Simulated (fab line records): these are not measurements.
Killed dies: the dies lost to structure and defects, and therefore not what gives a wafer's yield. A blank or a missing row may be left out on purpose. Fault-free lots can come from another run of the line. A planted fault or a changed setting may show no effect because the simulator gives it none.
A struck lot beside a sound one + flow ritCmos + 18 steps out of a route of 202
Sound: the wafers L951.2, L951.5, L951.6. Struck: wafers L958.1, L958.5, L958.6. The cause is named last.
At each step with rows: each side's tool, then ch and its chambers, then its first start. Under that, the readings that differ: sound wafers + struck wafers + difference of the means + sigmas: that difference in standard deviations of wafers without a fault.
alike: readings with means less than 2 such deviations apart, plus words and numbers identical on both sides. not compared: withheld readings, readings lacking a value on some wafer, bounds such as >300 that could conceal the same value, and numbers that have no deviation in the record and whose values overlap.
Wherever a step has rows on one side only, a row that says differs or no value, or a row with sigmas, the two part there. Numbers that have no deviation but don't overlap get no sigmas and don't part them. A reading that every wafer of one side lacks parts them only if that side has two wafers or more.

first, 1 step without rows for these wafers: RIT_PLDD_IMPLANT_08.
RIT_PLDD_STRIP_09: strips in O2, time 180 s.
  sound on plasmaAsher-02 ch 0,1, day 3 15:16; struck on plasmaAsher-02 ch 0,1, day 5 02:53
  alike: drypumpMotorCurrentA
  not compared: rfHoursCounterH
RIT_PLDD_TW_MEAS_10:
  sound: filmMetro-03 at day 3 15:27; struck: filmMetro-02 at day 5 03:03
| reading | sound          | struck         | difference | sigmas |
|---------|----------------|----------------|------------|--------|
| PLDD_TW | 2311 2323 2308 | 2349 2347 2343 | +32        | +3     |
then, 4 steps without rows for these wafers: RIT_SPACER_CLEAN_00 (cleans in SC1, time 600 s); RIT_SPACER_CLEAN_01 (cleans in dHF, time 30 s); RIT_SPACER_CLEAN_02 (cleans in SC2, time 600 s); RIT_SPACER_CVD_03 (deposits Si3N4 from SiH2Cl2/NH3, target thk 250 nm, time 3300 s).
RIT_SPACER_THK_MEAS_04:
  sound: filmMetro-02 at day 3 17:47; struck: filmMetro-02 at day 5 05:24
  alike: SPACER_NITRIDE_THK
RIT_SPACER_ETCHBACK_05: etches Si3N4 in SF6/CHF3, stops on SiO2, target depth 250 nm, time 240 s.
  sound on rieDiel-02 ch 0,2,3, day 3 17:50; struck on rieDiel-02 ch 2,3, day 5 05:28
  alike: drypumpMotorCurrentA, oesProductAu, throttleValvePct
  not compared: rfHoursCounterH
then, 3 steps without rows for these wafers: RIT_NSD_HMDS_00 (prime time 60 s); RIT_NSD_COAT_01 (resist thk 1000 nm); RIT_NSD_SOFTBAKE_02 (time 60 s).
RIT_NSD_EXPOSE_03: exposes mask M9, target cd 40700 nm.
  sound on ilineStepper-01 ch 0, day 3 18:35; struck on ilineStepper-02 ch 0, day 5 06:11
| reading                   | sound          | struck            | difference | sigmas |
|---------------------------|----------------|-------------------|------------|--------|
| model.NSD.overlayXNm (nm) | 1.12 1.12 1.12 | 360.3 360.3 360.3 | +359.2     |        |
  alike: mask, focusOffsetNm, stageVelMmS
then, 2 steps without rows for these wafers: RIT_NSD_PEB_04; RIT_NSD_DEVELOP_05 (develop time 50 s).
RIT_NSD_OVL_MEAS_06:
  sound: overlay-01 at day 3 18:58; struck: overlay-01 at day 5 06:35
| reading      | sound        | struck            | difference | sigmas      |
|--------------|--------------|-------------------|------------|-------------|
| NSD_OVL (nm) | -0.2 0.6 0.9 | 360.5 361.9 361.0 | +360.7     | +99 or more |
then, 1 step without rows for these wafers: RIT_NSD_HARDBAKE_07 (time 60 s).
RIT_M1_PROBE_99:
  sound: prober-01 at day 4 05:10; struck: prober-02 at day 5 16:41
| reading                                | sound | struck | difference | sigmas |
|----------------------------------------|-------|--------|------------|--------|
| model.etest.selectEdgeDiodeN.overLimit | 0 0 0 | 1 1 1  | +1         |        |
  alike: killedAtFrontEnd, killedDies, killedOpen, killedShort

## WHERE THEY PART
Last at RIT_NSD_OVL_MEAS_06 as far as this record goes, first at RIT_PLDD_TW_MEAS_10. Later steps at which nothing parts them and some readings are alike: RIT_M1_PROBE_99.

WHY: what had been put in by the simulator
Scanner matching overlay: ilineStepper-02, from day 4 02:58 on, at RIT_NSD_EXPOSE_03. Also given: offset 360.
